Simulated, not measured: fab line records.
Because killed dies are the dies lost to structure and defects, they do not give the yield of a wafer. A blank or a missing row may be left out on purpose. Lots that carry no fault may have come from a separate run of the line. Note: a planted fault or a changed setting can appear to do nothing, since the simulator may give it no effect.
Which tool was responsible? :: flow rit_cmos :: 42 wafers from 14 lots sampled at 6 of the route's 202 steps

WHAT EACH GAUGE READ, for each wafer
RIT_FOX1_THK_MEAS_01. Usual: FOX1_OXIDE_THK 349 nm, standard deviation 6.2.
lot: L993
measured: day 2 00:52
on: film_metro-03
FOX1_OXIDE_THK (nm): 351 350 352
flag: 

lot: L994
measured: day 2 09:47
on: film_metro-03
FOX1_OXIDE_THK (nm): 343 343 339
flag: 

lot: L995
measured: day 2 11:24
on: film_metro-01
FOX1_OXIDE_THK (nm): 351 356 354
flag: 

lot: L996
measured: day 2 15:26
on: film_metro-04
FOX1_OXIDE_THK (nm): 352 355 345
flag: 

lot: L997
measured: day 2 19:19
on: film_metro-04
FOX1_OXIDE_THK (nm): 345 339 340
flag: 

lot: L998
measured: day 3 01:16
on: film_metro-01
FOX1_OXIDE_THK (nm): 353 357 358
flag: 

lot: L100
measured: day 3 12:06
on: film_metro-03
FOX1_OXIDE_THK (nm): 344 347 342
flag: 

lot: L102
measured: day 3 20:24
on: film_metro-01
FOX1_OXIDE_THK (nm): 356 351 354
flag: 

lot: L103
measured: day 4 00:29
on: film_metro-03
FOX1_OXIDE_THK (nm): 345 348 347
flag: 

lot: L105
measured: day 4 11:37
on: film_metro-01
FOX1_OXIDE_THK (nm): 350 356 354
flag: 

lot: L108
measured: day 5 05:45
on: film_metro-01
FOX1_OXIDE_THK (nm): 356 356 353
flag: 

lot: L110
measured: day 5 14:14
on: film_metro-01
FOX1_OXIDE_THK (nm): 348 343 348
flag: 

lot: L111
measured: day 5 18:49
on: film_metro-03
FOX1_OXIDE_THK (nm): 346 347 348
flag: 

lot: L115
measured: day 6 15:05
on: film_metro-01
FOX1_OXIDE_THK (nm): 358 365 358
flag: 

RIT_PRETRO_OVL_MEAS_06. Usual: PRETRO_OVL -0.5 nm, standard deviation 1.5.
lot: L993
measured: day 2 18:28
on: overlay-01
PRETRO_OVL (nm): -0.1 -0.6 1.1
flag: 

lot: L994
measured: day 3 00:07
on: overlay-02
PRETRO_OVL (nm): 3.7 1.9 1.2
flag: 

lot: L995
measured: day 3 03:01
on: overlay-01
PRETRO_OVL (nm): -1.4 -0.9 -1.0
flag: 

lot: L996
measured: day 3 08:05
on: overlay-01
PRETRO_OVL (nm): -2.6 -2.6 -2.6
flag: 

lot: L997
measured: day 3 10:55
on: overlay-02
PRETRO_OVL (nm): -0.2 2.5 0.2
flag: 

lot: L998
measured: day 3 17:40
on: overlay-01
PRETRO_OVL (nm): 0.7 -1.8 -1.3
flag: 

lot: L100
measured: day 4 07:58
on: overlay-02
PRETRO_OVL (nm): 3.6 -0.2 2.7
flag: 

lot: L102
measured: day 4 12:15
on: overlay-02
PRETRO_OVL (nm): 0.1 0.5 0.6
flag: 

lot: L103
measured: day 4 16:48
on: overlay-01
PRETRO_OVL (nm): 1.6 -2.2 0.3
flag: 

lot: L105
measured: day 5 01:41
on: overlay-02
PRETRO_OVL (nm): 0.1 -1.0 -1.4
flag: 

lot: L108
measured: day 5 22:25
on: overlay-02
PRETRO_OVL (nm): -2.1 -2.3 -2.1
flag: 

lot: L110
measured: day 6 06:06
on: overlay-02
PRETRO_OVL (nm): -2.3 -2.7 -0.8
flag: 

lot: L111
measured: day 6 11:12
on: overlay-01
PRETRO_OVL (nm): -1.9 -2.9 -2.5
flag: 

lot: L115
measured: day 7 06:36
on: overlay-01
PRETRO_OVL (nm): -0.1 -1.8 0.5
flag: 

RIT_SPACER_THK_MEAS_04. Usual: SPACER_NITRIDE_THK 250.3 nm, standard deviation 2.4.
lot: L993
measured: day 3 15:25
on: film_metro-01
SPACER_NITRIDE_THK (nm): 254.3 254.4 254.7
flag: 

lot: L994
measured: day 3 15:43
on: film_metro-04
SPACER_NITRIDE_THK (nm): 251.7 251.3 247.8
flag: 

lot: L995
measured: day 3 19:58
on: film_metro-01
SPACER_NITRIDE_THK (nm): 250.4 249.1 249.7
flag: 

lot: L996
measured: day 4 04:05
on: film_metro-03
SPACER_NITRIDE_THK (nm): 246.9 248.1 248.7
flag: 

lot: L997
measured: day 4 04:40
on: film_metro-03
SPACER_NITRIDE_THK (nm): 251.9 250.8 254.1
flag: 

lot: L998
measured: day 4 08:30
on: film_metro-01
SPACER_NITRIDE_THK (nm): 251.5 250.6 250.5
flag: 

lot: L100
measured: day 5 02:10
on: film_metro-01
SPACER_NITRIDE_THK (nm): 252.5 251.2 252.3
flag: 

lot: L102
measured: day 5 08:23
on: film_metro-01
SPACER_NITRIDE_THK (nm): 246.7 246.5 247.3
flag: 

lot: L103
measured: day 5 14:56
on: film_metro-01
SPACER_NITRIDE_THK (nm): 254.1 252.5 254.2
flag: 

lot: L105
measured: day 5 21:36
on: film_metro-04
SPACER_NITRIDE_THK (nm): 246.8 250.4 247.1
flag: 

lot: L108
measured: day 6 15:31
on: film_metro-04
SPACER_NITRIDE_THK (nm): 352.7 354.5 352.0
flag: OFF

lot: L110
measured: day 7 00:56
on: film_metro-01
SPACER_NITRIDE_THK (nm): 249.2 250.9 249.6
flag: 

lot: L111
measured: day 7 02:16
on: film_metro-04
SPACER_NITRIDE_THK (nm): 354.1 352.9 353.0
flag: OFF

lot: L115
measured: day 7 23:01
on: film_metro-01
SPACER_NITRIDE_THK (nm): 251.2 252.6 249.8
flag: 

RIT_NSD_TW_MEAS_10. Usual: NSD_TW 3124, standard deviation 31.
lot: L993
measured: day 3 17:07
on: film_metro-03
NSD_TW: 3138 3166 3151
flag: 

lot: L994
measured: day 3 17:25
on: film_metro-04
NSD_TW: 3096 3106 3097
flag: 

lot: L995
measured: day 3 22:02
on: film_metro-02
NSD_TW: 3143 3163 3165
flag: 

lot: L996
measured: day 4 05:48
on: film_metro-03
NSD_TW: 3152 3150 3159
flag: 

lot: L997
measured: day 4 06:17
on: film_metro-04
NSD_TW: 3088 3109 3120
flag: 

lot: L998
measured: day 4 10:04
on: film_metro-02
NSD_TW: 3116 3119 3121
flag: 

lot: L100
measured: day 5 03:44
on: film_metro-02
NSD_TW: 3136 3130 3124
flag: 

lot: L102
measured: day 5 10:05
on: film_metro-03
NSD_TW: 3153 3172 3152
flag: 

lot: L103
measured: day 5 16:38
on: film_metro-03
NSD_TW: 3139 3157 3162
flag: 

lot: L105
measured: day 5 23:22
on: film_metro-04
NSD_TW: 3108 3090 3082
flag: 

lot: L110
measured: day 7 02:38
on: film_metro-04
NSD_TW: 3077 3074 3078
flag: 

lot: L115
measured: day 8 00:35
on: film_metro-02
NSD_TW: 3115 3116 3112
flag: 

WHICH TOOL RAN EACH LOT (tool, then ch and the chambers of the sampled wafers, then the start)
lot: L993
RIT_SPACER_CVD_03: lpcvd-02 ch 0, day 3 13:29
RIT_SPACER_ETCHBACK_05: rie_diel-02 ch 1,2, day 3 15:28

lot: L994
RIT_SPACER_CVD_03: lpcvd-01 ch 0, day 3 13:47
RIT_SPACER_ETCHBACK_05: rie_diel-03 ch 0,1,2, day 3 15:46

lot: L995
RIT_SPACER_CVD_03: lpcvd-01 ch 0, day 3 18:02
RIT_SPACER_ETCHBACK_05: rie_diel-02 ch 1,2,3, day 3 20:01

lot: L996
RIT_SPACER_CVD_03: lpcvd-01 ch 0, day 4 02:10
RIT_SPACER_ETCHBACK_05: rie_diel-04 ch 0,1,2, day 4 04:08

lot: L997
RIT_SPACER_CVD_03: lpcvd-02 ch 0, day 4 02:44
RIT_SPACER_ETCHBACK_05: rie_diel-02 ch 0,2,3, day 4 04:43

lot: L998
RIT_SPACER_CVD_03: lpcvd-01 ch 0, day 4 06:34
RIT_SPACER_ETCHBACK_05: rie_diel-03 ch 0,2, day 4 08:32

lot: L100
RIT_SPACER_CVD_03: lpcvd-02 ch 1, day 5 00:14
RIT_SPACER_ETCHBACK_05: rie_diel-04 ch 1,2,3, day 5 02:13

lot: L102
RIT_SPACER_CVD_03: lpcvd-01 ch 0, day 5 06:28
RIT_SPACER_ETCHBACK_05: rie_diel-04 ch 0,1, day 5 08:26

lot: L103
RIT_SPACER_CVD_03: lpcvd-02 ch 1, day 5 13:01
RIT_SPACER_ETCHBACK_05: rie_diel-03 ch 1,2,3, day 5 15:00

lot: L105
RIT_SPACER_CVD_03: lpcvd-02 ch 0, day 5 19:40
RIT_SPACER_ETCHBACK_05: rie_diel-03 ch 1,2, day 5 21:38

lot: L108
RIT_SPACER_CVD_03: lpcvd-02 ch 1, day 6 13:36
RIT_SPACER_ETCHBACK_05: rie_diel-04 ch 1,2, day 6 15:35

lot: L110
RIT_SPACER_CVD_03: lpcvd-01 ch 0, day 6 23:01
RIT_SPACER_ETCHBACK_05: rie_diel-03 ch 0,1,3, day 7 00:59

lot: L111
RIT_SPACER_CVD_03: lpcvd-02 ch 1, day 7 00:20
RIT_SPACER_ETCHBACK_05: rie_diel-04 ch 1,2, day 7 02:18

lot: L115
RIT_SPACER_CVD_03: lpcvd-01 ch 0, day 7 21:06
RIT_SPACER_ETCHBACK_05: rie_diel-04 ch 0,2,3, day 7 23:05
- RIT_SPACER_CVD_03: deposits Si3N4 from SiH2Cl2/NH3, target thk 250 nm, time 3300 s.
- RIT_SPACER_ETCHBACK_05: etches Si3N4 in SF6/CHF3, stops on SiO2, target depth 250 nm, time 240 s.

WHAT THE TOOLS THEMSELVES READ (means of the sampled wafers that have a number; where no wafer has one, the mark that the record gives instead)
RIT_SPACER_CVD_03. Usual: spike_tc_centre_C 811.9 C, standard deviation 1.4; spike_tc_load_C 836 C, standard deviation 4; spike_tc_source_C 831.1 C, standard deviation 1.4.
lot: L993
tool: lpcvd-02
spike_tc_centre_C (C): 811.6
spike_tc_load_C (C): 833
spike_tc_source_C (C): 829.6
flag: 

lot: L994
tool: lpcvd-01
spike_tc_centre_C (C): 812.9
spike_tc_load_C (C): 835
spike_tc_source_C (C): 830.7
flag: 

lot: L995
tool: lpcvd-01
spike_tc_centre_C (C): 812.8
spike_tc_load_C (C): 836
spike_tc_source_C (C): 829.5
flag: 

lot: L996
tool: lpcvd-01
spike_tc_centre_C (C): 812.6
spike_tc_load_C (C): 836
spike_tc_source_C (C): 829.8
flag: 

lot: L997
tool: lpcvd-02
spike_tc_centre_C (C): 812.3
spike_tc_load_C (C): 834
spike_tc_source_C (C): 829.8
flag: 

lot: L998
tool: lpcvd-01
spike_tc_centre_C (C): 811.8
spike_tc_load_C (C): 837
spike_tc_source_C (C): 831.5
flag: 

lot: L100
tool: lpcvd-02
spike_tc_centre_C (C): 811.0
spike_tc_load_C (C): 843
spike_tc_source_C (C): 832.3
flag: 

lot: L102
tool: lpcvd-01
spike_tc_centre_C (C): 814.0
spike_tc_load_C (C): 836
spike_tc_source_C (C): 831.7
flag: 

lot: L103
tool: lpcvd-02
spike_tc_centre_C (C): 810.0
spike_tc_load_C (C): 842
spike_tc_source_C (C): 832.3
flag: 

lot: L105
tool: lpcvd-02
spike_tc_centre_C (C): 812.0
spike_tc_load_C (C): 833
spike_tc_source_C (C): 830.4
flag: 

lot: L108
tool: lpcvd-02
spike_tc_centre_C (C): 829.9
spike_tc_load_C (C): 863
spike_tc_source_C (C): 852.9
flag: OFF

lot: L110
tool: lpcvd-01
spike_tc_centre_C (C): 813.2
spike_tc_load_C (C): 837
spike_tc_source_C (C): 831.0
flag: 

lot: L111
tool: lpcvd-02
spike_tc_centre_C (C): 830.6
spike_tc_load_C (C): 862
spike_tc_source_C (C): 852.2
flag: OFF

lot: L115
tool: lpcvd-01
spike_tc_centre_C (C): 812.5
spike_tc_load_C (C): 836
spike_tc_source_C (C): 830.3
flag: 

RIT_SPACER_ETCHBACK_05. Usual: drypump_motor_current_A 5.7 A, standard deviation 0.52; oes_product_au 0.844 a.u., standard deviation 0.013; throttle_valve_pct 10.20 %, standard deviation 0.12.
lot: L993
tool: rie_diel-02
drypump_motor_current_A (A): 5.7
oes_product_au (a.u.): 0.864
throttle_valve_pct (%): 10.35
flag: 

lot: L994
tool: rie_diel-03
drypump_motor_current_A (A): 5.3
oes_product_au (a.u.): 0.853
throttle_valve_pct (%): 10.18
flag: 

lot: L995
tool: rie_diel-02
drypump_motor_current_A (A): 5.9
oes_product_au (a.u.): 0.846
throttle_valve_pct (%): 10.21
flag: 

lot: L996
tool: rie_diel-04
drypump_motor_current_A (A): 6.0
oes_product_au (a.u.): 0.828
throttle_valve_pct (%): 10.14
flag: 

lot: L997
tool: rie_diel-02
drypump_motor_current_A (A): 5.9
oes_product_au (a.u.): 0.848
throttle_valve_pct (%): 10.27
flag: 

lot: L998
tool: rie_diel-03
drypump_motor_current_A (A): 5.2
oes_product_au (a.u.): 0.854
throttle_valve_pct (%): 10.18
flag: 

lot: L100
tool: rie_diel-04
drypump_motor_current_A (A): 6.2
oes_product_au (a.u.): 0.838
throttle_valve_pct (%): 10.23
flag: 

lot: L102
tool: rie_diel-04
drypump_motor_current_A (A): 6.3
oes_product_au (a.u.): 0.839
throttle_valve_pct (%): 10.23
flag: 

lot: L103
tool: rie_diel-03
drypump_motor_current_A (A): 5.3
oes_product_au (a.u.): 0.848
throttle_valve_pct (%): 10.17
flag: 

lot: L105
tool: rie_diel-03
drypump_motor_current_A (A): 5.5
oes_product_au (a.u.): 0.833
throttle_valve_pct (%): 10.19
flag: 

lot: L108
tool: rie_diel-04
drypump_motor_current_A (A): 6.3
oes_product_au (a.u.): 0.985
throttle_valve_pct (%): 10.16
flag: OFF

lot: L110
tool: rie_diel-03
drypump_motor_current_A (A): 5.3
oes_product_au (a.u.): 0.844
throttle_valve_pct (%): 10.20
flag: 

lot: L111
tool: rie_diel-04
drypump_motor_current_A (A): 6.3
oes_product_au (a.u.): 0.974
throttle_valve_pct (%): 10.16
flag: OFF

lot: L115
tool: rie_diel-04
drypump_motor_current_A (A): 5.7
oes_product_au (a.u.): 0.835
throttle_valve_pct (%): 10.17
flag: 

THE ANSWER, worked out from the rows above alone
Rule: lot off if the mean of its wafers having a number is beyond 3 standard deviations from the usual mean. Also off: a lot with no number at a reading for which 4 or more lots have one. All remaining lots with rows at the step are treated as sound. First the gauges in route order, then the tools' own readings, where a lot's mean is used as printed above. At the first step where some lot is off, the reading lying furthest off is the one used; lots without a number count as furthest.
Off: L108, L111, at RIT_SPACER_THK_MEAS_04 (SPACER_NITRIDE_THK).
A tool fits if, at a process step before that reading, it ran every lot that is off, and no sound lot after the first of them. The gauges at RIT_SPACER_THK_MEAS_04 aren't tried: what is off there is off at RIT_SPACER_CVD_03 too, on other tools, and a gauge's error can't cause that. One candidate fits, namely lpcvd-02 at RIT_SPACER_CVD_03. A fault onset in the window from L105 (day 5 19:40, its last sound lot) to L108 (day 6 13:36, its first lot off) fits.
The tool's own readings at RIT_SPACER_CVD_03 bear it out: on the lots that are off they differ by more than 5 times the standard deviation of the sound lots' means. spike_tc_centre_C reads 830.2 C there against 812.2 C on the sound lots; spike_tc_load_C reads 862 C there against 836 C on the sound lots; spike_tc_source_C reads 852.5 C there against 830.7 C on the sound lots.

WHAT THE SIMULATOR HAD INSERTED
lpcvd-02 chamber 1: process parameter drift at RIT_SPACER_CVD_03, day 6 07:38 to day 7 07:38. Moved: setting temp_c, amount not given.
Shown lots that were struck: L108, L111. The same result came from the rule above.
